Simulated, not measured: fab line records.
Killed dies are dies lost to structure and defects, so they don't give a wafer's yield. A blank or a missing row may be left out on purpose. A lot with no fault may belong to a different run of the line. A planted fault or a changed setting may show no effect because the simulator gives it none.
fab line records | flow berkeley-cmos170
[record] lots = 14 wafers = 42 last-day = 13
route steps=331 shown START@1 M1@238 V2@305
lots untouched by any fault: they come from a run of this same line in which no faults occurred
start-h: hours from the record's opening day to when the first of the lot's shown wafers began | wait-h: hours elapsed since this lot's preceding step | " the same as in the row above | L1.1+2: several wafers, shown together as one row | - either no value or no given start | * or withheld: withheld | < > ~ a bound
route shown NAME@n: NAME is a module with steps in the file, n the number in the route of the first one | usual: the fault-free wafers' mean and standard deviation | same: alike in all rows | chamber/n: place in a boat | sites: the reading at each site | _std_site: how widely they spread, as a standard deviation | _edge_site: outer sites' mean less inner sites' | radius-mm: for every site, how far away it sits from the centre of the wafer | mask NAME#n: copy n | behind: the tool/chamber that last shaped the wafer | hold: cause of the lot's hold/its duration in hours/its outcome | device: which transistor (n, p or np) failed to switch | end of line: the tests these same wafers got at the end of their route | for a step that has no rows: nothing shown but its recipe | killed: count of dies lost to structure and defects at first sort (not the wafer's yield) | map: the dies of a wafer, with x for killed, . for not killed, _ for no die there
set.NAME: setting as actually run; set.NAME@STEP: the setting as run at that earlier step | model.NAME: the simulator's own value behind a step, which no gauge read
a sample of lots followed through the steps of the route, with each step as a table and each wafer as a row
services: a tool's chamber out of use, with start hour (start-h, from the record's first day; less than 0 if before it), hours out, and reason
[[steps]]
[step UCB170_START_BOW_MEAS_00]
[recipe] mode = bow
[usual] INCOMING_BOW = 1/6.2
// columns lot.wafer tool chamber start-h wait-h INCOMING_BOW[um]
L518.2 film-metro-04 - 10.02 - 2
L518.3 " - " " 4
L518.5 " - " " 5
L519.3 film-metro-01 - 15.04 - 6
L519.4 " - " " 7
L519.5 " - " " 0
L520.2 film-metro-04 - 20.02 - -1
L520.3 " - " " 1
L520.5 " - " " 4
L521.1 film-metro-04 - 25.00 - 2
L521.3 " - " " 12
L521.5 " - " " 1
L522.1 film-metro-03 - 30.00 - 6
L522.3 " - " " 4
L522.5 " - " " -9
L525.1 film-metro-04 - 45.00 - 2
L525.2 " - " " 2
L525.6 " - " " 10
L526.1 film-metro-03 - 50.00 - 4
L526.3 " - " " -2
L526.5 " - " " -1
L529.3 film-metro-04 - 65.04 - -7
L529.5 " - " " 5
L529.6 " - " " 1
L531.2 film-metro-03 - 75.02 - -2
L531.3 " - " " 6
L531.4 " - " " 6
L533.1 film-metro-01 - 85.00 - 1
L533.2 " - " " -2
L533.5 " - " " 6
L534.1 film-metro-03 - 90.00 - -3
L534.3 " - " " -2
L534.4 " - " " 6
L539.1 film-metro-03 - 115.00 - 6
L539.5 " - " " -11
L539.6 " - " " 6
L540.3 film-metro-01 - 120.04 - -2
L540.4 " - " " 5
L540.5 " - " " 6
L541.1 film-metro-03 - 125.00 - 11
L541.3 " - " " 7
L541.6 " - " " 5
[step UCB170_M1_SPUTTER_00]
[recipe] material = Al target-thk-nm = 600 time-s = 80 power-w = 6000 chamber-pressure-pa = 0.5
[usual] chamber-pressure-pa = 0.5002/0.00097 throttle-valve-pct = 30.3/1.1
// columns lot.wafer tool chamber start-h wait-h chamber-pressure-pa throttle-valve-pct
L518.2 pvd-sputter-02 - 131.41 0.0 0.5002 30.8
L518.3 " - " " 0.5000 29.3
L518.5 " - " " 0.5020 29.2
L519.3 pvd-sputter-01 - 144.24 0.0 0.5006 32.0
L519.4 " - " " 0.5006 29.0
L519.5 " - " " 0.5005 29.3
L521.1 pvd-sputter-03 - 155.32 0.0 0.4994 30.0
L521.3 " - " " 0.4987 29.6
L521.5 " - " " 0.4991 29.7
L522.1 pvd-sputter-02 - 156.98 0.0 0.5008 29.2
L522.3 " - " " 0.5000 32.2
L522.5 " - " " 0.4996 31.7
L520.2 pvd-sputter-01 - 159.94 0.0 0.5020 29.3
L520.3 " - " " 0.4990 31.5
L520.5 " - " " 0.5021 30.6
L526.1 pvd-sputter-01 - 184.80 0.0 0.5004 31.1
L526.3 " - " " 0.4997 31.9
L526.5 " - " " 0.5003 29.0
L525.1 pvd-sputter-02 - 188.76 0.0 0.5007 32.2
L525.2 " - " " 0.5007 28.5
L525.6 " - " " 0.4996 30.8
L529.3 pvd-sputter-01 - 214.63 0.0 0.5007 31.4
L529.5 " - " " 0.4998 32.1
L529.6 " - " " 0.5001 31.5
L534.1 pvd-sputter-03 - 233.08 0.0 0.4996 29.9
L534.3 " - " " 0.4987 30.1
L534.4 " - " " 0.5013 29.9
L531.2 pvd-sputter-02 - 233.26 0.0 0.5011 28.5
L531.3 " - " " 0.5014 32.0
L531.4 " - " " 0.4995 29.1
L533.1 pvd-sputter-03 - 233.61 0.0 0.4993 30.0
L533.2 " - " " 0.5011 29.7
L533.5 " - " " 0.4999 29.6
L539.1 pvd-sputter-02 - 258.61 0.0 0.5004 28.5
L539.5 " - " " 0.5011 31.8
L539.6 " - " " 0.4994 28.2
L540.3 pvd-sputter-03 - 259.26 0.0 0.5003 29.9
L540.4 " - " " 0.5017 30.1
L540.5 " - " " 0.4987 29.7
L541.1 pvd-sputter-01 - 275.57 0.0 0.4995 32.0
L541.3 " - " " 0.5005 31.3
L541.6 " - " " 0.4991 29.1
[step UCB170_M1_RS_MEAS_01]
[recipe] thk-meas-gauge = four-point-probe reads = Al_of_M1_SPUTTER_00
[usual] M1_AL_RS = 0.0486/0.00043
// columns lot.wafer tool chamber start-h wait-h M1_AL_RS[ohm/sq]
L518.2 film-metro-03 - 131.49 0.1 0.0494
L518.3 " - " " 0.0490
L518.5 " - " " 0.0492
L519.3 film-metro-04 - 144.34 0.1 0.0482
L519.4 " - " " 0.0480
L519.5 " - " " 0.0485
L521.1 film-metro-03 - 155.38 0.0 0.0478
L521.3 " - " " 0.0484
L521.5 " - " " 0.0481
L522.1 film-metro-04 - 157.04 0.0 0.0482
L522.3 " - " " 0.0486
L522.5 " - " " 0.0487
L520.2 film-metro-04 - 160.02 0.1 0.0493
L520.3 " - " " 0.0489
L520.5 " - " " 0.0490
L526.1 film-metro-04 - 184.86 0.0 0.0377
L526.3 " - " " 0.0484
L526.5 " - " " 0.0485
L525.1 film-metro-03 - 188.82 0.0 0.0479
L525.2 " - " " 0.0475
L525.6 " - " " 0.0483
L529.3 film-metro-01 - 214.73 0.1 0.0381
L529.5 " - " " 0.0488
L529.6 " - " " 0.0379
L534.1 film-metro-04 - 233.14 0.0 0.0486
L534.3 " - " " 0.0487
L534.4 " - " " 0.0486
L531.2 film-metro-01 - 233.34 0.1 0.0480
L531.3 " - " " 0.0480
L531.4 " - " " 0.0487
L533.1 film-metro-04 - 233.67 0.0 0.0480
L533.2 " - " " 0.0482
L533.5 " - " " 0.0483
L539.1 film-metro-04 - 258.67 0.0 0.0486
L539.5 " - " " 0.0491
L539.6 " - " " 0.0484
L540.3 film-metro-01 - 259.36 0.1 0.0489
L540.4 " - " " 0.0489
L540.5 " - " " 0.0486
L541.1 film-metro-04 - 275.63 0.0 0.0481
L541.3 " - " " 0.0482
L541.6 " - " " 0.0484
[step UCB170_M1_THK_MEAS_02]
[recipe] thk-meas-gauge = xrf reads = Al_of_M1_SPUTTER_00
[usual] M1_AL_THK = 606/5.3
// columns lot.wafer tool chamber start-h wait-h M1_AL_THK[nm]
L518.2 film-metro-03 - 131.60 0.1 596
L518.3 " - " " 604
L518.5 " - " " 597
L519.3 film-metro-04 - 144.44 0.1 611
L519.4 " - " " 609
L519.5 " - " " 600
L521.1 film-metro-03 - 155.50 0.1 617
L521.3 " - " " 610
L521.5 " - " " 613
L522.1 film-metro-04 - 157.16 0.1 608
L522.3 " - " " 607
L522.5 " - " " 611
L520.2 film-metro-04 - 160.13 0.1 598
L520.3 " - " " 599
L520.5 " - " " 604
L526.1 film-metro-04 - 184.98 0.1 777
L526.3 " - " " 612
L526.5 " - " " 607
L525.1 film-metro-03 - 188.94 0.1 618
L525.2 " - " " 620
L525.6 " - " " 610
L529.3 film-metro-01 - 214.83 0.1 768
L529.5 " - " " 605
L529.6 " - " " 772
L534.1 film-metro-04 - 233.26 0.1 606
L534.3 " - " " 608
L534.4 " - " " 602
L531.2 film-metro-01 - 233.45 0.1 609
L531.3 " - " " 605
L531.4 " - " " 601
L533.1 film-metro-04 - 233.79 0.1 611
L533.2 " - " " 614
L533.5 " - " " 611
L539.1 film-metro-04 - 258.79 0.1 604
L539.5 " - " " 603
L539.6 " - " " 609
L540.3 film-metro-01 - 259.46 0.1 601
L540.4 " - " " 603
L540.5 " - " " 607
L541.1 film-metro-04 - 275.75 0.1 612
L541.3 " - " " 611
L541.6 " - " " 609
[step UCB170_M1_ETCH_11]
[recipe] chemistry = N2/H2 target-depth-a = withheld overetch-a = withheld target = BARC time-s = withheld source-w = 500 bias-w = 100 pressure-mtorr = 30 n2-flow-sccm = 100 h2-flow-sccm = 200
[usual] drypump-motor-current-A = 5.7/0.45 oes-product-au = 0.994/0.014 throttle-valve-pct = 13.31/0.19
// columns lot.wafer tool chamber start-h wait-h drypump-motor-current-A oes-product-au throttle-valve-pct
L518.2 rie-diel-04 3 132.70 0.0 5.8 0.992 13.39
L518.3 " 0 " " 5.6 0.986 13.40
L518.5 " 3 " " 5.8 0.995 13.38
L519.3 rie-diel-03 0 145.63 0.0 5.3 1.001 13.07
L519.4 " 3 " " 5.6 0.996 13.36
L519.5 " 1 " " 5.9 0.991 13.04
L521.1 rie-diel-03 3 156.69 0.0 5.6 0.991 13.33
L521.3 " 0 " " 5.3 0.992 13.07
L521.5 " 0 " " 5.3 0.994 13.07
L522.1 rie-diel-01 1 158.34 0.0 5.0 1.016 13.04
L522.3 " 0 " " 6.8 0.961 13.08
L522.5 " 0 " " 6.8 0.965 13.08
L520.2 rie-diel-03 0 161.31 0.0 5.3 1.000 13.07
L520.3 " 3 " " 5.6 0.994 13.35
L520.5 " 3 " " 5.6 0.996 13.33
L526.1 rie-diel-01 1 186.04 0.0 5.0 1.031 13.04
L526.3 " 3 " " 6.6 0.993 13.60
L526.5 " 0 " " 6.8 0.961 13.08
L525.1 rie-diel-03 0 190.13 0.0 5.3 1.006 13.08
L525.2 " 2 " " 5.3 0.995 13.36
L525.6 " 1 " " 5.9 0.981 13.05
L529.3 rie-diel-01 3 216.00 0.0 6.5 0.989 13.60
L529.5 " 1 " " 5.0 1.024 13.05
L529.6 " 2 " " 5.7 1.005 13.50
L534.1 rie-diel-01 1 234.78 0.0 5.0 1.022 13.03
L534.3 " 2 " " 5.7 0.998 13.50
L534.4 " 0 " " 6.8 0.971 13.07
L531.2 rie-diel-03 3 235.02 0.0 5.6 0.995 13.33
L531.3 " 2 " " 5.2 1.011 13.38
L531.4 " 1 " " 5.9 0.997 13.07
L533.1 rie-diel-04 1 235.62 0.0 5.6 0.968 13.53
L533.2 " 3 " " 5.8 0.987 13.37
L533.5 " 3 " " 5.8 0.981 13.38
L539.1 rie-diel-04 0 260.10 0.0 5.5 0.997 13.37
L539.5 " 3 " " 5.8 0.985 13.38
L539.6 " 0 " " 5.6 0.988 13.40
L540.3 rie-diel-04 3 260.63 0.0 5.8 0.989 13.37
L540.4 " 2 " " 5.9 0.984 13.51
L540.5 " 0 " " 5.5 0.988 13.39
L541.1 rie-diel-03 1 277.09 0.0 5.9 0.981 13.05
L541.3 " 3 " " 5.6 0.987 13.33
L541.6 " 2 " " 5.2 0.995 13.37
[step UCB170_M1_METAL_ETCH_12]
[recipe] chemistry = Cl2/BCl3 target = Al stop-on = PSG pressure-mtorr = 12 target-depth-a = 7800 over-etch-frac = 0.3 time-s = 130 icp-w = 600 bias-w = 120 Cl2_flow_sccm = 90 bcl3-flow-sccm = 45
[usual] drypump-motor-current-A = 5.79/0.22 oes-product-au = 0.855/0.013 throttle-valve-pct = 24.46/0.2
[same] over-etch-frac = 0.3 time-s = 130
// columns lot.wafer tool chamber start-h wait-h drypump-motor-current-A oes-product-au rf-hours-counter-h throttle-valve-pct
L518.2 rie-metal-04 0 132.75 - 5.57 0.851 4 24.29
L518.3 " 0 " " 5.59 0.852 - 24.30
L518.5 " 0 " " 5.60 0.856 - 24.30
L519.3 rie-metal-03 1 145.71 - 6.11 0.853 - 24.23
L519.4 " 0 " " 5.82 0.857 - 24.75
L519.5 " 1 " " 6.11 0.850 - 24.23
L521.1 rie-metal-01 0 156.75 - 5.61 0.842 3 24.33
L521.3 " 0 " " 5.61 0.836 - 24.33
L521.5 " 0 " " 5.60 0.840 - 24.34
L522.1 rie-metal-03 1 158.38 - 6.12 0.861 11 24.22
L522.3 " 1 " " 6.10 0.846 - 24.23
L522.5 " 0 " " 5.84 0.856 - 24.77
L520.2 rie-metal-04 1 161.41 - 5.96 0.859 - 24.65
L520.3 " 1 " " 5.96 0.869 - 24.66
L520.5 " 1 " " 5.95 0.864 - 24.66
L526.1 rie-metal-04 0 186.08 - 5.60 0.998 5 24.25
L526.3 " 1 " " 5.97 0.869 - 24.65
L526.5 " 0 " " 5.59 0.866 - 24.31
L525.1 rie-metal-01 1 190.17 - 5.43 0.856 11 24.36
L525.2 " 0 " " 5.63 0.852 4 24.32
L525.6 " 1 " " 5.46 0.849 - 24.37
L529.3 rie-metal-01 1 216.08 - 5.45 0.960 - 24.31
L529.5 " 0 " " 5.68 0.826 - 24.35
L529.6 " 1 " " 5.43 0.971 - 24.32
L534.1 rie-metal-04 0 234.82 - 5.61 0.856 6 24.30
L534.3 " 1 " " 5.96 0.872 - 24.65
L534.4 " 0 " " 5.59 0.855 - 24.30
L531.2 rie-metal-04 1 235.06 - 5.97 0.873 10 24.63
L531.3 " 0 " " 5.57 0.869 - 24.29
L531.4 " 1 " " 5.93 0.872 - 24.64
L533.1 rie-metal-04 0 235.66 - 5.57 0.874 6 24.30
L533.2 " 1 " " 5.96 0.878 10 24.65
L533.5 " 0 " " 5.58 0.864 - 24.29
L539.1 rie-metal-01 0 260.14 - 5.67 0.836 5 24.33
L539.5 " 0 " " 5.67 0.830 - 24.33
L539.6 " 0 " " 5.66 0.840 - 24.34
L540.3 rie-metal-03 1 260.71 - 6.11 0.846 - 24.23
L540.4 " 0 " " 5.84 0.844 - 24.76
L540.5 " 1 " " 6.10 0.845 - 24.21
L541.1 rie-metal-04 0 277.13 - 5.58 0.869 7 24.29
L541.3 " 1 " " 5.94 0.878 - 24.64
L541.6 " 1 " " 5.96 0.873 - 24.67
[step UCB170_V2_OVL_MEAS_13]
[usual] V2_OVL = 7/5
// columns lot.wafer tool chamber start-h wait-h V2_OVL[nm]
L518.2 overlay-01 - 145.48 0.1 11
L518.3 " - " " 6
L518.5 " - " " 13
L519.3 overlay-01 - 159.78 0.1 1
L519.4 " - " " -3
L519.5 " - " " -10
L521.1 overlay-01 - 173.26 0.1 10
L521.3 " - " " 11
L521.5 " - " " 6
L520.2 overlay-02 - 173.42 0.1 7
L520.3 " - " " 2
L520.5 " - " " 2
L522.1 overlay-01 - 173.62 0.1 4
L522.3 " - " " -4
L522.5 " - " " 5
L526.1 overlay-02 - 196.08 0.1 6
L526.3 " - " " 10
L526.5 " - " " 4
L525.1 overlay-01 - 206.64 0.1 18
L525.2 " - " " 5
L525.6 " - " " 7
L529.5 overlay-01 - 229.24 0.0 10
L534.1 overlay-02 - 250.09 0.1 18
L534.3 " - " " 7
L534.4 " - " " 8
L531.2 overlay-01 - 250.83 0.1 12
L531.3 " - " " 10
L531.4 " - " " 17
L533.1 overlay-02 - 250.87 0.1 9
L533.2 " - " " 14
L533.5 " - " " 6
L540.3 overlay-02 - 272.56 0.1 7
L540.4 " - " " 9
L540.5 " - " " 10
L539.1 overlay-02 - 274.18 0.1 3
L539.5 " - " " 10
L539.6 " - " " 9
L541.1 overlay-02 - 296.51 0.1 7
L541.3 " - " " 6
L541.6 " - " " 7
[[services]]
// columns tool chamber start-h hours kind
pvd-sputter-03 - 108.04 1.5 repair
rie-diel-04 - 114.44 0.8 repair
rie-diel-03 3 123.13 4.3 repair
rie-metal-03 1 126.18 18.9 repair
rie-diel-04 1 131.45 6.1 repair
rie-diel-01 - 133.07 14.6 pm
rie-diel-03 2 141.52 - clean
rie-diel-03 2 141.52 21.5 scheduled-down
rie-diel-03 2 141.52 21.5 vent-cycle
rie-metal-04 0 149.87 21.5 repair
rie-diel-03 1 153.07 10.0 repair
rie-diel-01 2 154.18 4.9 repair
rie-diel-04 3 158.59 4.3 repair
rie-metal-03 0 167.32 3.7 repair
rie-metal-01 - 179.32 2.8 pm
rie-metal-03 - 185.13 14.6 pm
pvd-sputter-03 - 196.88 2.0 repair
pvd-sputter-01 - 205.96 1.3 repair
pvd-sputter-02 - 220.33 9.2 repair
rie-metal-04 0 220.65 4.3 repair
rie-diel-03 - 228.66 0.5 repair
rie-metal-01 - 228.98 14.6 pm
rie-diel-03 - 241.48 15.6 pm
rie-metal-03 1 249.18 2.9 repair
[[key]]
[first-sign] step = UCB170_M1_RS_MEAS_01 reading = M1_AL_RS direction = down sigmas = 25 usual = 0.0486 struck = 0.0379
[effect] step = UCB170_M1_THK_MEAS_02 reading = M1_AL_THK direction = up sigmas = 32 usual = 606 struck = 773
[effect] step = UCB170_M1_METAL_ETCH_12 reading = oes-product-au direction = up sigmas = 9.2 usual = 0.855 struck = 0.976
met-at UCB170_M1_SPUTTER_00
struck-lots L526,L529
struck-wafers L526.1,L529.3,L529.6
later-rows-left-out L529.3,L529.6
sort-left-out L526.1,L529.3,L529.6
not-acting-at UCB170_START_BOW_MEAS_00,UCB170_M1_ETCH_11,UCB170_V2_OVL_MEAS_13
onset-between 159.94 184.80
[fault] kind = process-parameter-drift tool = pvd-sputter-01 chamber = - onset-h = 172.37 steps = UCB170_M1_SPUTTER_00 channel = time-s offset = * shape = step end-h = 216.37 acts-in = * stated = * scope = struck-wafers-only
// sort-left-out: the simulated sort isn't trusted on such a fault, so these wafers' sort isn't shown, and their yield isn't known
// later-rows-left-out: the simulator's readings of these wafers behind a module that went badly wrong aren't trusted and aren't shown, but for the sort
